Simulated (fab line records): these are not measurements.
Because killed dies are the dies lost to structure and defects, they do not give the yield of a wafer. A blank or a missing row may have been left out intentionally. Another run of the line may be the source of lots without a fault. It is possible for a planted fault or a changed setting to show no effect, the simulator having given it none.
One fault through the eyes of 2 desks + flow berkeley cmos170 + only its own numbers are on each desk; what lay behind them is given at the end

== THE METROLOGY DESK ==
Lot by lot, what the gauges showed, no matter which tool ran the lot: averages of those sampled wafers that carry a number. Marked OUT: a lot whose mean sits more than 4 standard deviations from the usual mean, which makes it out of limits; the brackets give that distance.
Columns: A = ACTIVE_OXIDE_THK at UCB170_ACTIVE_THK_MEAS_03, usual 26.3 nm; B = PVT_TW at UCB170_PVT_TW_MEAS_09, usual 508
| lot  | first seen here | A    | B             |
|------|-----------------|------|---------------|
| L924 | day 4 05:27     | 26.7 | 503           |
| L925 | day 4 05:28     | 27.0 | 508           |
| L926 | day 4 18:08     | 26.5 | 503           |
| L931 | day 5 12:04     | 26.1 | 509           |
| L930 | day 5 17:42     | 26.5 | 565 (+14) OUT |
| L936 | day 6 07:01     | 25.8 | 573 (+16) OUT |
| L937 | day 6 21:05     | 26.7 | 514           |
| L939 | day 7 08:52     | 26.5 | 513           |
| L942 | day 7 22:46     | 26.0 | 512           |
| L943 | day 8 14:14     | 25.9 | 512           |
| L944 | day 9 00:10     | 27.0 | 512           |
| L947 | day 9 10:25     | 25.7 | 508           |
| L945 | day 9 10:26     | 25.0 | 511           |
| L946 | day 9 10:26     | 26.4 | 504           |
This desk finds L930, L936 out of limits, with the earliest case on L930 at day 7 21:50 (PVT_TW at UCB170_PVT_TW_MEAS_09). In limits: L924, L925, L926, L931, L937, L939, L942, L943, L944, L947, L945, L946.

== AT THE TOOL OWNER'S DESK: implanter-01 ==
The tool's own readings at UCB170_PVT_IMPLANT_07: means of the sampled wafers that have a number, for each lot that ran on this tool. Marked OUT: a lot whose mean sits more than 4 standard deviations from the usual mean, which makes it out of limits; the brackets give that distance.
Columns: A = dose ions cm2 at UCB170_PVT_IMPLANT_07, usual 1.9996e+12; B = faraday current uA at UCB170_PVT_IMPLANT_07, usual 6.34
| lot  | first seen here | A                            | B              |
|------|-----------------|------------------------------|----------------|
| L926 | day 6 18:01     | 1.9991e+12                   | 6.32           |
| L930 | day 7 21:37     | 2.8762e+12 (+99 or more) OUT | 9.07 (+25) OUT |
| L936 | day 8 10:15     | 2.8747e+12 (+99 or more) OUT | 9.14 (+25) OUT |
| L943 | day 11 02:29    | 2.0011e+12                   | 6.28           |
| L944 | day 11 06:32    | 1.9982e+12                   | 6.26           |
This desk's finding: out of limits on L930, L936; first on L930, day 7 21:37 (dose ions cm2 at UCB170_PVT_IMPLANT_07). In limits: L926, L943, L944.

== PUT TOGETHER ==
The tool owner's desk had the chance to raise an alarm at day 7 21:37 on L930, L936.
The metrology desk could have raised an alarm at day 7 21:50, on L930, L936.
Every lot named ran UCB170_PVT_IMPLANT_07 on implanter-01.

== WHAT WAS PUT IN BY THE SIMULATOR ==
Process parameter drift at UCB170_PVT_IMPLANT_07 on implanter-01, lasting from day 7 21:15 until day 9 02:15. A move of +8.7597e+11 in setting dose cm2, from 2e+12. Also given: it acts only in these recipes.
Lots struck among those shown: L930, L936.
Time in hours from fault onset to the first out-of-limits reading at each desk: tool owner's desk 0, metrology desk 1.
